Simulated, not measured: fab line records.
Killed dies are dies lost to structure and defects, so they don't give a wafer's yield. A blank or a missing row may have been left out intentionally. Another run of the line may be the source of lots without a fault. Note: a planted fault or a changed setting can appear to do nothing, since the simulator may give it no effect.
fab line records    flow rit-cmos
[record] lots = 5  wafers = 15  last-day = 8
route steps=202 shown CONTACT@174 M1@184
lots untouched by any fault: they come from a run of this same line in which no faults occurred
start-h: the number of hours between the record's first day and the start of the first shown wafer of the lot    wait-h: time in hours since the lot's previous step    " identical to the entry in the row above    L1.1+2: one row covering several wafers at once    - value missing, or start not given    * or withheld: withheld    < > ~ a bound
route shown NAME@n: NAME is a module with steps in the file, n the number in the route of the first one    usual: mean and standard deviation over wafers with no fault    same: alike in all rows    chamber/n: place in a boat    sites: each site's reading    _std_site: standard deviation of those values    _edge_site: the outer-site mean with the inner-site mean subtracted    radius-mm: for every site, how far away it sits from the centre of the wafer    mask NAME#n: copy n    behind: the last tool/chamber to shape the wafer    hold: reason for holding the lot/hours on hold/outcome of the hold    device: transistor that didn't switch, given as n, p or np    end of line: tests run on the same wafers once the route is complete    for a step that has no rows: nothing shown but its recipe    killed: dies that structure and defects cost at the first sort, which is not the same as the wafer's yield    map: the dies of a wafer, with x for killed, . for not killed, _ for no die there
set.NAME: the setting the step ran with; set.NAME@STEP: the setting that earlier step ran with    model.NAME: the simulator's own value behind a step, which no gauge read
lots at some steps of the route; a table a step, a row a wafer
services: from which hour (start-h, from the record's first day; less than 0 if before it) a tool's chamber was out of use, for how many hours, and why
[[steps]]
[step RIT_CONTACT_PEB_06]
[recipe] resist = NOVOLAK  temp-c = withheld  time-s = withheld
lot.wafer   tool            chamber  start-h  wait-h
L074.3+4+5  litho-track-04  0        62.14    0.2
L076.2+3+6  litho-track-04  0        66.58    0.1
L080.1+3+6  litho-track-02  0        84.43    0.1
L089.4+5+6  litho-track-04  0        130.16   0.1
L097.2+3+5  litho-track-03  0        179.24   0.1
[step RIT_CONTACT_DEVELOP_07]
[recipe] resist = NOVOLAK  develop-time-s = 120  dev-temp-c = 23
lot.wafer   tool            chamber  start-h  wait-h
L074.3+4+5  litho-track-04  0        -        -
L076.2+3+6  litho-track-04  0        -        -
L080.1+3+6  litho-track-02  0        -        -
L089.4+5+6  litho-track-04  0        -        -
L097.2+3+5  litho-track-03  0        -        -
[step RIT_CONTACT_CD_MEAS_08]
[recipe] target-cd-nm = 1000
[usual] cd-nm = 999.4/1.8
lot.wafer  tool       chamber  start-h  wait-h  cd-nm
L074.3     cd-sem-01  -        62.53    -       999.2
L074.4     "          -        "        "       998.0
L074.5     "          -        "        "       999.3
L076.2     cd-sem-01  -        66.98    -       1000.1
L076.3     "          -        "        "       999.2
L076.6     "          -        "        "       1000.8
L080.1     cd-sem-01  -        84.83    -       999.0
L080.3     "          -        "        "       996.8
L080.6     "          -        "        "       996.5
L089.4     cd-sem-01  -        130.55   -       999.5
L089.5     "          -        "        "       1001.0
L089.6     "          -        "        "       999.1
L097.2     cd-sem-02  -        179.63   -       998.9
L097.3     "          -        "        "       997.3
L097.5     "          -        "        "       999.2
[step RIT_CONTACT_OVL_MEAS_09]
[usual] CONTACT_OVL = 0.6/1.4
lot.wafer  tool        chamber  start-h  wait-h  CONTACT_OVL[nm]
L074.3     overlay-02  -        62.62    0.1     -0.4
L074.4     "           -        "        "       -0.5
L074.5     "           -        "        "       -0.5
L076.2     overlay-02  -        67.08    0.1     -1.2
L076.3     "           -        "        "       -2.0
L076.6     "           -        "        "       -1.6
L080.1     overlay-02  -        84.95    0.1     -0.4
L080.3     "           -        "        "       -0.2
L080.6     "           -        "        "       0.6
L089.4     overlay-01  -        130.62   0.1     0.8
L089.5     "           -        "        "       2.6
L089.6     "           -        "        "       2.3
L097.2     overlay-01  -        179.74   0.1     1.6
L097.3     "           -        "        "       1.2
L097.5     "           -        "        "       0.2
[step RIT_CONTACT_HARDBAKE_10]
[recipe] resist = NOVOLAK  temp-c = 140  time-s = 60
lot.wafer   tool            chamber  start-h  wait-h
L074.3+4+5  litho-track-04  0        62.69    0.1
L076.2+3+6  litho-track-04  0        67.32    0.2
L080.1+3+6  litho-track-04  0        85.07    0.1
L089.4+5+6  litho-track-02  0        130.72   0.1
L097.2+3+5  litho-track-03  0        179.79   0.0
[step RIT_CONTACT_ETCH_11]
[recipe] target-depth-a = 4800  over-etch-frac = 0.2  stop-on = TiSi2  chemistry = CHF3/CF4/Ar  target = SiO2  CHF3_flow_sccm = 50  cf4-flow-sccm = 10  Ar_flow_sccm = 100  O2_flow_sccm = 5  pressure-mtorr = 100  rf-w = 200  time-s = 320
[usual] drypump-motor-current-A = 5.7/0.48  oes-product-au = 0.988/0.016  throttle-valve-pct = 8.86/0.11
lot.wafer  tool         chamber  start-h  wait-h  drypump-motor-current-A  oes-product-au  rf-hours-counter-h  throttle-valve-pct
L074.3     rie-diel-01  0        62.79    0.1     4.8                      1.013           118                 8.91
L074.4     "            1        "        "       6.4                      0.995           109                 8.64
L074.5     "            3        "        "       5.8                      0.990           -                   8.95
L076.2     rie-diel-01  3        67.44    0.1     5.9                      0.988           150                 8.94
L076.3     "            1        "        "       6.4                      0.998           109                 8.65
L076.6     "            2        "        "       5.1                      0.970           -                   8.93
L080.1     rie-diel-02  0        85.22    0.1     5.3                      0.984           36                  8.96
L080.3     "            3        "        "       5.8                      0.996           75                  8.97
L080.6     "            1        "        "       5.8                      0.968           -                   8.69
L089.4     rie-diel-02  2        130.79   0.1     5.6                      0.974           96                  8.87
L089.5     "            1        "        "       5.8                      0.973           -                   8.68
L089.6     "            2        "        "       5.6                      0.979           -                   8.88
L097.2     rie-diel-01  1        179.92   0.1     6.4                      0.999           112                 8.63
L097.3     "            0        "        "       4.9                      1.011           120                 8.91
L097.5     "            2        "        "       5.2                      0.964           -                   8.92
[step RIT_CONTACT_STRIP_12]
[recipe] chemistry = O2  time-s = 180  resist = NOVOLAK  platen-temp-c = withheld  power-w = 500  pressure-mtorr = 4000  o2-flow-sccm = 4000
[usual] drypump-motor-current-A = 5.9/0.31  rf-refl-power-W = 5.5/0.96
lot.wafer  tool             chamber  start-h  wait-h  drypump-motor-current-A  rf-hours-counter-h  rf-refl-power-W
L074.3     plasma-asher-02  1        63.05    0.2     5.6                      -                   5.7
L074.4     "                0        "        "       5.5                      -                   4.2
L074.5     "                1        "        "       5.7                      -                   5.7
L076.2     plasma-asher-04  0        67.64    0.1     6.2                      42                  5.3
L076.3     "                1        "        "       6.3                      -                   7.1
L076.6     "                0        "        "       6.2                      -                   5.5
L080.1     plasma-asher-02  0        85.41    0.1     5.5                      45                  4.2
L080.3     "                0        "        "       5.5                      -                   3.9
L080.6     "                1        "        "       5.6                      -                   5.7
L089.4     plasma-asher-04  0        131.04   0.2     6.2                      -                   5.5
L089.5     "                0        "        "       6.2                      -                   5.5
L089.6     "                1        "        "       6.3                      -                   7.0
L097.2     plasma-asher-02  1        180.11   0.1     5.6                      56                  5.8
L097.3     "                1        "        "       5.6                      -                   5.8
L097.5     "                1        "        "       5.6                      -                   5.8
[step RIT_CONTACT_CD_MEAS_90]
[recipe] target-cd-nm = 1000
[usual] cd-nm = 999.3/1.8
lot.wafer  tool       chamber  start-h  wait-h  cd-nm
L074.3     cd-sem-02  -        63.20    0.1     999.0
L074.4     "          -        "        "       998.1
L074.5     "          -        "        "       999.7
L076.2     cd-sem-01  -        67.83    0.1     1000.2
L076.3     "          -        "        "       999.6
L076.6     "          -        "        "       1001.1
L080.1     cd-sem-02  -        85.59    0.1     998.5
L080.3     "          -        "        "       997.0
L080.6     "          -        "        "       996.4
L089.4     cd-sem-02  -        131.22   0.1     999.4
L089.5     "          -        "        "       1000.5
L089.6     "          -        "        "       999.0
L097.2     cd-sem-02  -        180.31   0.1     999.1
L097.3     "          -        "        "       997.3
L097.5     "          -        "        "       998.4
[step RIT_CONTACT_CLEAN_13]
[recipe] chemistry = SC1  mix = 3:3:50  time-s = 600  temp-c = 75
lot.wafer   tool          chamber  start-h  wait-h
L074.3+4+5  wet-bench-01  0        63.28    0.1
L076.2+3+6  wet-bench-03  3        67.93    0.1
L080.1+3+6  wet-bench-03  1        85.71    0.1
L089.4+5+6  wet-bench-01  0        131.28   0.0
L097.2+3+5  wet-bench-04  2        180.41   0.1
[step RIT_CONTACT_CLEAN_14]
[recipe] chemistry = SC2  mix = 3:3:50  time-s = 600  temp-c = 75  dry = n2-spin
lot.wafer   tool          chamber  start-h  wait-h
L074.3+4+5  wet-bench-03  0        63.63    0.0
L076.2+3+6  wet-bench-04  2        68.11    0.0
L080.1+3+6  wet-bench-03  2        85.90    0.0
L089.4+5+6  wet-bench-03  3        131.46   0.0
L097.2+3+5  wet-bench-01  0        180.60   0.0
[step RIT_M1_SPUTTER_00]
[recipe] material = Al  target-thk-nm = 400  power-w = 2000  chamber-pressure-pa = 0.4  gas = Ar  time-s = 500  substrate-temp-c = 25
[usual] cathode-dc-power-W = 2000.0/0.36  throttle-valve-pct = 29.5/0.95
lot.wafer  tool            chamber  start-h  wait-h  cathode-dc-power-W  throttle-valve-pct
L074.3     pvd-sputter-04  -        63.81    0.0     1999.8              30.2
L074.4     "               -        "        "       1999.9              27.7
L074.5     "               -        "        "       2000.2              30.2
L076.2     pvd-sputter-04  -        68.28    0.0     2000.2              30.0
L076.3     "               -        "        "       1999.9              27.7
L076.6     "               -        "        "       2000.2              30.3
L080.1     pvd-sputter-04  -        86.09    0.0     2000.1              30.4
L080.3     "               -        "        "       2000.5              30.2
L080.6     "               -        "        "       2000.3              29.7
L089.4     pvd-sputter-01  -        131.63   0.0     1999.2              29.2
L089.5     "               -        "        "       2000.4              29.3
L089.6     "               -        "        "       2000.0              29.2
L097.2     pvd-sputter-01  -        180.77   0.0     2000.8              29.1
L097.3     "               -        "        "       1999.5              29.0
L097.5     "               -        "        "       2000.1              29.0
[step RIT_M1_RS_MEAS_01]
[recipe] thk-meas-gauge = four-point-probe  reads = Al_of_M1_SPUTTER_00
[usual] M1_AL_RS = 0.0736/0.00083
lot.wafer  tool           chamber  start-h  wait-h  M1_AL_RS[ohm/sq]
L074.3     film-metro-01  -        64.14    0.2     0.0718
L074.4     "              -        "        "       0.0725
L074.5     "              -        "        "       0.0717
L076.2     film-metro-01  -        68.60    0.2     0.0745
L076.3     "              -        "        "       0.0741
L076.6     "              -        "        "       0.0739
L080.1     film-metro-03  -        86.38    0.1     0.0740
L080.3     "              -        "        "       0.0721
L080.6     "              -        "        "       0.0736
L089.4     film-metro-04  -        131.99   0.2     0.0728
L089.5     "              -        "        "       0.0734
L089.6     "              -        "        "       0.0738
L097.2     film-metro-04  -        181.09   0.2     0.0736
L097.3     "              -        "        "       0.0736
L097.5     "              -        "        "       0.0739
[step RIT_M1_THK_MEAS_02]
[recipe] thk-meas-gauge = xrf  reads = Al_of_M1_SPUTTER_00
[usual] M1_AL_THK = 402/5
lot.wafer  tool           chamber  start-h  wait-h  M1_AL_THK[nm]
L074.3     film-metro-01  -        64.24    0.1     409
L074.4     "              -        "        "       405
L074.5     "              -        "        "       407
L076.2     film-metro-01  -        68.71    0.1     392
L076.3     "              -        "        "       398
L076.6     "              -        "        "       396
L080.1     film-metro-03  -        86.50    0.1     400
L080.3     "              -        "        "       411
L080.6     "              -        "        "       403
L089.4     film-metro-04  -        132.08   0.1     409
L089.5     "              -        "        "       405
L089.6     "              -        "        "       403
L097.2     film-metro-04  -        181.20   0.1     405
L097.3     "              -        "        "       407
L097.5     "              -        "        "       405
[step RIT_M1_HMDS_03]
[recipe] prime-time-s = 60  prime-temp-c = 140
lot.wafer   tool            chamber  start-h  wait-h
L074.3+4+5  litho-track-03  0        64.33    0.1
L076.2+3+6  litho-track-03  0        68.78    0.1
L080.1+3+6  litho-track-04  0        86.56    0.1
L089.4+5+6  litho-track-04  0        132.18   0.1
L097.2+3+5  litho-track-03  0        181.27   0.1
[step RIT_M1_COAT_04]
[recipe] resist = NOVOLAK  spin-rpm = 2000  resist-thk-nm = 1300
lot.wafer   tool            chamber  start-h  wait-h
L074.3+4+5  litho-track-03  0        64.48    0.1
L076.2+3+6  litho-track-03  0        68.93    0.1
L080.1+3+6  litho-track-04  0        86.71    0.1
L089.4+5+6  litho-track-04  0        132.33   0.1
L097.2+3+5  litho-track-03  0        181.42   0.1
[step RIT_M1_SOFTBAKE_05]
[recipe] resist = NOVOLAK  temp-c = 90  time-s = 60
lot.wafer   tool            chamber  start-h  wait-h
L074.3+4+5  litho-track-03  0        64.63    0.1
L076.2+3+6  litho-track-03  0        69.08    0.1
L080.1+3+6  litho-track-04  0        86.86    0.1
L089.4+5+6  litho-track-04  0        132.48   0.1
L097.2+3+5  litho-track-03  0        181.57   0.1
[step RIT_M1_EXPOSE_06]
[recipe] mask-id = M12  na = 0.6  source-shape = conventional  sigma-outer = 0.5  target-cd-nm = 2600  dose-mj = 250
[usual] stage-vel-mm-s = 499.97/0.25
lot.wafer  tool              chamber  start-h  wait-h  mask   stage-vel-mm-s
L074.3     iline-stepper-01  0        64.77    0.1     M12#0  499.73
L074.4     "                 0        "        "       M12#0  500.19
L074.5     "                 0        "        "       M12#0  500.72
L076.2     iline-stepper-01  0        69.35    0.2     M12#0  499.91
L076.3     "                 0        "        "       M12#0  500.02
L076.6     "                 0        "        "       M12#0  499.77
L080.1     iline-stepper-02  0        87.14    0.2     M12#0  499.55
L080.3     "                 0        "        "       M12#0  500.02
L080.6     "                 0        "        "       M12#0  499.89
L089.4     iline-stepper-01  0        132.61   0.1     M12#0  500.03
L089.5     "                 0        "        "       M12#0  500.23
L089.6     "                 0        "        "       M12#0  499.89
L097.2     iline-stepper-01  0        181.72   0.1     M12#0  499.78
L097.3     "                 0        "        "       M12#0  499.88
L097.5     "                 0        "        "       M12#0  500.24
[step RIT_M1_PEB_07]
[recipe] resist = NOVOLAK  temp-c = withheld  time-s = withheld
lot.wafer   tool            chamber  start-h  wait-h
L074.3+4+5  litho-track-03  0        64.90    0.1
L076.2+3+6  litho-track-01  0        69.47    0.1
L080.1+3+6  litho-track-03  0        87.45    0.3
L089.4+5+6  litho-track-03  0        132.75   0.1
L097.2+3+5  litho-track-01  0        181.84   0.1
[step RIT_M1_DEVELOP_08]
[recipe] resist = NOVOLAK  develop-time-s = 68  dev-temp-c = 23
lot.wafer   tool            chamber  start-h  wait-h
L074.3+4+5  litho-track-03  0        -        -
L076.2+3+6  litho-track-01  0        -        -
L080.1+3+6  litho-track-03  0        -        -
L089.4+5+6  litho-track-03  0        -        -
L097.2+3+5  litho-track-01  0        -        -
[step RIT_M1_CD_MEAS_09]
[recipe] target-cd-nm = 2600
[usual] cd-nm = 2600.4/2.1
lot.wafer  tool       chamber  start-h  wait-h  cd-nm
L074.3     cd-sem-01  -        65.20    -       2599.9
L074.4     "          -        "        "       2601.4
L074.5     "          -        "        "       2598.4
L076.2     cd-sem-02  -        69.78    -       2600.0
L076.3     "          -        "        "       2601.0
L076.6     "          -        "        "       2599.6
L080.1     cd-sem-01  -        87.76    -       2601.9
L080.3     "          -        "        "       2602.8
L080.6     "          -        "        "       2602.0
L089.4     cd-sem-01  -        133.05   -       2605.0
L089.5     "          -        "        "       2601.8
L089.6     "          -        "        "       2602.0
L097.2     cd-sem-01  -        182.15   -       2600.6
L097.3     "          -        "        "       2604.1
L097.5     "          -        "        "       2603.4
[step RIT_M1_OVL_MEAS_10]
[usual] M1_OVL = -0.7/1.4
lot.wafer  tool        chamber  start-h  wait-h  M1_OVL[nm]
L074.3     overlay-02  -        65.29    0.1     0.5
L074.4     "           -        "        "       -2.5
L074.5     "           -        "        "       -1.9
L076.2     overlay-02  -        69.89    0.1     -1.0
L076.3     "           -        "        "       -1.9
L076.6     "           -        "        "       -4.4
L080.1     overlay-01  -        87.88    0.1     -0.9
L080.3     "           -        "        "       -0.7
L080.6     "           -        "        "       0.1
L089.4     overlay-01  -        133.12   0.1     -1.8
L089.5     "           -        "        "       -0.3
L089.6     "           -        "        "       -0.9
L097.2     overlay-02  -        182.25   0.1     -0.7
L097.3     "           -        "        "       -0.8
L097.5     "           -        "        "       -1.4
[step RIT_M1_HARDBAKE_11]
[recipe] resist = NOVOLAK  temp-c = 140  time-s = 120
lot.wafer   tool            chamber  start-h  wait-h
L074.3+4+5  litho-track-01  0        65.40    0.1
L076.2+3+6  litho-track-03  0        69.96    0.1
L080.1+3+6  litho-track-01  0        87.92    0.0
L089.4+5+6  litho-track-04  0        133.27   0.1
L097.2+3+5  litho-track-04  0        182.32   0.1
[[services]]
tool              chamber  start-h  hours  kind
rie-diel-01       -        45.14    0.3    repair
iline-stepper-01  0        51.18    -      calibration
pvd-sputter-04    -        53.08    2.2    repair
pvd-sputter-01    -        61.80    3.1    repair
iline-stepper-01  -        76.63    1.7    pm
plasma-asher-04   -        78.88    2.8    pm
iline-stepper-02  -        110.73   1.7    repair
pvd-sputter-04    -        113.84   1.0    repair
rie-diel-01       1        126.20   4.9    repair
rie-diel-01       3        140.74   -      clean
rie-diel-01       3        140.74   11.4   scheduled-down
rie-diel-01       3        140.74   11.4   vent-cycle
rie-diel-02       0        170.60   6.2    repair
[[key]]
fault none
